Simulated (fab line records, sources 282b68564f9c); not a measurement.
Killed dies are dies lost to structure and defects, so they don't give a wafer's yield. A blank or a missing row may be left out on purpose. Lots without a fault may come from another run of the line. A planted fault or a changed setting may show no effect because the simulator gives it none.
Which tool did it? | flow rit_cmos | 10 lots, 30 wafers sampled, at 3 steps of a route of 202

WHAT THE GAUGES READ, wafer by wafer
RIT_PLDD_TW_MEAS_10.
lot  | measured    | on            | PLDD_TW
L380 | day 2 18:25 | film_metro-02 | 2351 2344 2348
L381 | day 3 00:28 | film_metro-04 | 2370 2370 2375
L382 | day 3 06:16 | film_metro-01 | 2392 2395 2408
L383 | day 3 10:31 | film_metro-02 | 2343 2355 2338
L384 | day 3 14:52 | film_metro-01 | 2403 2389 2395
L385 | day 3 19:32 | film_metro-01 | 2390 2395 2388
L386 | day 4 02:10 | film_metro-02 | 1593 1590 1597
L387 | day 4 07:18 | film_metro-02 | 1591 1604 1589
L388 | day 4 12:47 | film_metro-02 | 1599 1596 1596
L389 | day 4 18:10 | film_metro-04 | 1625 1630 1621

RIT_SDANNEAL_RS_MEAS_06: measures by four-point-probe.
lot  | measured    | on            | PLDD_RS (ohm/sq)
L380 | day 3 00:54 | film_metro-04 | 178.3 178.0 178.1
L381 | day 3 06:32 | film_metro-04 | 178.7 179.1 178.2
L382 | day 3 12:35 | film_metro-04 | 178.0 178.5 178.7
L383 | day 3 16:41 | film_metro-04 | 179.0 178.7 178.3
L384 | day 3 21:17 | film_metro-01 | 178.5 178.4 178.7
L385 | day 4 02:07 | film_metro-01 | 179.5 179.0 180.0
L386 | day 4 08:23 | film_metro-04 | 128.5 129.4 128.8
L387 | day 4 13:37 | film_metro-01 | 129.7 129.6 129.9
L388 | day 4 18:59 | film_metro-02 | 128.3 128.9 129.0
L389 | day 5 00:19 | film_metro-02 | 129.1 128.8 128.7

WHICH TOOL RAN EACH LOT (tool, then ch and the chambers of the sampled wafers, then the start)
lot  | RIT_PLDD_IMPLANT_08
L380 | implanter-01 ch 0, day 2 18:07
L381 | implanter-03 ch 0, day 3 00:09
L382 | implanter-04 ch 0, day 3 05:57
L383 | implanter-03 ch 0, day 3 10:11
L384 | implanter-03 ch 0, day 3 14:33
L385 | implanter-01 ch 0, day 3 19:13
L386 | implanter-03 ch 0, day 4 01:50
L387 | implanter-04 ch 0, day 4 07:01
L388 | implanter-04 ch 0, day 4 12:28
L389 | implanter-04 ch 0, day 4 17:50
- RIT_PLDD_IMPLANT_08

WHAT THE TOOLS THEMSELVES READ (means of the sampled wafers that have a number; where no wafer has one, the mark that the record gives instead)
RIT_PLDD_IMPLANT_08.
lot  | tool         | end_station_pressure_torr (Torr)
L380 | implanter-01 | 6.9e-06
L381 | implanter-03 | 7.5e-06
L382 | implanter-04 | 7.5e-06
L383 | implanter-03 | 7.3e-06
L384 | implanter-03 | 7.9e-06
L385 | implanter-01 | 7.3e-06
L386 | implanter-03 | 8.0e-06
L387 | implanter-04 | 7.1e-06
L388 | implanter-04 | 7.3e-06
L389 | implanter-04 | 7.4e-06

THE ANSWER, worked out from the rows above alone
Rule: what is usual is taken from the lots themselves. Put in order of their means at a reading, lots are off if they are a third of the lots or fewer, leave a main group of 4 or more, and stand apart from it by a gap of 3 or more times the standard deviation of the main group's means; of several such gaps the widest counts. A main group whose means are all the same, to the digits that the tables above print for the reading, isn't used. A lot without any number at a reading at which 4 lots or more have one is off too. The other lots that the step has rows for count as sound. The gauges are gone through in route order, then the tools' own readings, and for those a lot's mean is taken as printed above. The first step at which some lot is off is used, and at that step the reading that is off furthest; a lot without a number counts as furthest.
No lot is off at any reading shown: from this, nothing can be told.

WHAT THE SIMULATOR HAD PUT IN
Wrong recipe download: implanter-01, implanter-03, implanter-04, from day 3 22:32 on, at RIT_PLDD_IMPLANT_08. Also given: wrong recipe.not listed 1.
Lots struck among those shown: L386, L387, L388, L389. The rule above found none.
